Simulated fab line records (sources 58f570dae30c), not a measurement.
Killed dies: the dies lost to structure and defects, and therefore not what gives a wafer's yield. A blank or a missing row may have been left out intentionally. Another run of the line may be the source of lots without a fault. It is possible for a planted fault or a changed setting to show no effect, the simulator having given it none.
Split-lot study    flow berkeley-cmos170    on a route of 331 steps: 5 lots, 23 wafers read

## ABOUT THE SPLIT
At UCB170_NLDD_IMPLANT_08, the setting energy-kev was moved away from the recipe's 30 on 6 of the 23 wafers read, by +2.1% to +4.7%. This setting was run at the recipe's value on the other wafers.

Reading taken at the split's own step.

## THE READING
The simulator's own value implant.drp-nm, read by no gauge, in nm at UCB170_NLDD_IMPLANT_08. There is no usual value for it anywhere in the file.

wafer   tool, chamber at the split  energy-kev as run  against the recipe  implant.drp-nm, nm  against lot-mates on the recipe
L074.1  implanter-04, 0             30                 recipe              9.611               -
L074.2  implanter-04, 0             30                 recipe              9.611               -
L074.6  implanter-04, 0             30                 recipe              9.611               -
L074.3  implanter-04, 0             30.88              +2.9%               9.816               +0.205
L074.4  implanter-04, 0             30.88              +2.9%               9.816               +0.205
L075.1  implanter-03, 0             30.63              +2.1%               9.758               +0.147
L075.4  implanter-03, 0             30.63              +2.1%               9.758               +0.147
L075.2  implanter-03, 0             30                 recipe              9.611               -
L075.3  implanter-03, 0             30                 recipe              9.611               -
L075.6  implanter-03, 0             30                 recipe              9.611               -
L077.1  implanter-04, 0             30                 recipe              9.611               -
L077.2  implanter-04, 0             30                 recipe              9.611               -
L077.4  implanter-04, 0             30                 recipe              9.611               -
L077.3  implanter-04, 0             31.42              +4.7%               9.943               +0.332
L077.6  implanter-04, 0             31.42              +4.7%               9.943               +0.332
L085.4  implanter-04, 0             30                 recipe              9.611               -
L085.5  implanter-04, 0             30                 recipe              9.611               -
L085.6  implanter-04, 0             30                 recipe              9.611               -
L084.1  implanter-01, 0             30                 recipe              9.611               -
L084.2  implanter-01, 0             30                 recipe              9.611               -
L084.3  implanter-01, 0             30                 recipe              9.611               -
L084.4  implanter-01, 0             30                 recipe              9.611               -
L084.5  implanter-01, 0             30                 recipe              9.611               -

THE FIT
A straight line over all 23 wafers: implant.drp-nm changes by +0.0701 nm for each +1% of energy-kev; r = +1.00; the points scatter about the line by 0.0002 nm.
The same after taking each lot's own level away (the mean of its wafers on the recipe; 23 wafers): +0.0701 nm for each +1%; r = +1.00; scatter 0.0002 nm.
On that fit, the largest move of energy-kev shifts the reading by 0.33 nm.
The lots' own levels span 9.6110 to 9.6110 nm.
So the lot-to-lot level changes the slope little: the two slopes agree.
Check: with one of the wafers moved furthest among these (+4.7%) left out of the fit, the line predicts +0.331 nm for it against its lot-mates. Against them it came out at +0.332 nm.

## OTHER SPLITS APPLIED TO THESE WAFERS
Note: prior to the reading, these wafers also went through further splits. Each is held against what the fit with the lots' levels taken away leaves over:
other split on the same wafers         wafers away from the commonest value  r with implant.drp-nm (lot level and that fit taken away)
UCB170_ZERO_COAT_01 resist-thk-nm      6                                     -0.24
UCB170_NWELL_CVD_04 sih2cl2-flow-sccm  18                                    +0.38
UCB170_PWELL_CVD_05 nh3-flow-sccm      18                                    -0.45
UCB170_PWELL_EXPOSE_10 dose-mj         7                                     +0.04
UCB170_WELLDRIVE_OXIDATION_01 temp-c   15                                    -0.51
UCB170_PVT_IMPLANT_07 dose-cm2         8                                     +0.38
UCB170_GATE_CVD_04 time-s              15                                    -0.32
UCB170_GATE_DEVELOP_11 develop-time-s  4                                     +0.33
UCB170_NLDD_EXPOSE_03 dose-mj          11                                    +0.42

## THE WHOLE CHAIN: every reading that the file lists as answering this split, in the file's order
step                    what it does  reading                                                          change (the file's fit)                 r (the file's)
UCB170_NLDD_IMPLANT_08                implant.rp-nm (the simulator's own value, which no gauge read)   +0.166 nm for each +1% of the setting   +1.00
UCB170_NLDD_IMPLANT_08                implant.drp-nm (the simulator's own value, which no gauge read)  +0.0702 nm for each +1% of the setting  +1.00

## THE FILE'S OWN FIT
implant.drp-nm changes by +0.0702 nm for each +1% of energy-kev, r = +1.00.
